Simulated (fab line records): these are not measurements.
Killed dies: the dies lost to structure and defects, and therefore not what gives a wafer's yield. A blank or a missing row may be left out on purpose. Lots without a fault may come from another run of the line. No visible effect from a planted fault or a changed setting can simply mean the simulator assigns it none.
The tool behind it: which one?    flow rit_cmos    14 lots, 42 wafers sampled, at 1 step of a route of 202

== WHAT THE GAUGES SHOWED, per wafer ==
RIT_NWELL_OVL_MEAS_06.
lot   measured     on          NWELL_OVL (nm)
L852  day 2 02:13  overlay-01  0.3 0.1 -1.1
L854  day 2 12:31  overlay-01  -3.2 -1.5 -1.6
L855  day 2 18:22  overlay-02  0.4 -0.9 0.5
L856  day 2 22:31  overlay-02  0.4 -0.1 -1.2
L858  day 3 08:10  overlay-02  2.8 -0.4 1.3
L863  day 4 08:10  overlay-02  1.8 -0.5 0.0
L864  day 4 13:57  overlay-02  -2.8 -2.4 -3.1
L866  day 4 23:54  overlay-01  -0.5 -1.3 -0.3
L867  day 5 04:14  overlay-01  -0.9 -0.3 -0.7
L869  day 5 14:51  overlay-02  -1.2 -2.5 -1.6
L870  day 5 19:16  overlay-02  -1.4 -0.6 -1.4
L871  day 6 00:16  overlay-01  1.6 1.3 0.9
L872  day 6 05:58  overlay-01  -0.3 -1.0 -1.7
L874  day 6 15:32  overlay-02  -2.4 -1.5 0.0

== WHICH TOOL RAN EACH LOT (tool, then ch and the chambers of the sampled wafers, then the start) ==
The record holds no process step before these readings.

== AS READ BY THE TOOLS THEMSELVES (means over the sampled wafers that have a number; for cases with no such wafer, the mark the record gives instead) ==
The record holds no such reading with a usual standard deviation.

== THE ANSWER, worked out from the rows above alone ==
Rule: usual is defined by the lots themselves. The widest of any qualifying gaps counts: lots, ordered by their means at a reading, are off when they make up no more than a third of the lots, leave a main group of 4 or more, and stand apart from it by 3 or more times the standard deviation of that group's means. The tables above print the reading to a certain number of digits; a main group whose means all agree to those digits is not used. A lot without any number at a reading at which 4 lots or more have one is off too. All remaining lots with rows at the step are treated as sound. Order of review: gauges by route order, followed by the tools' own readings, for which a lot's mean as printed above is used. At the first step where some lot is off, the reading lying furthest off is the one used; lots without a number count as furthest.
Nothing can be told from this: no lot is off at any reading shown.

== WHAT WAS PUT IN BY THE SIMULATOR ==
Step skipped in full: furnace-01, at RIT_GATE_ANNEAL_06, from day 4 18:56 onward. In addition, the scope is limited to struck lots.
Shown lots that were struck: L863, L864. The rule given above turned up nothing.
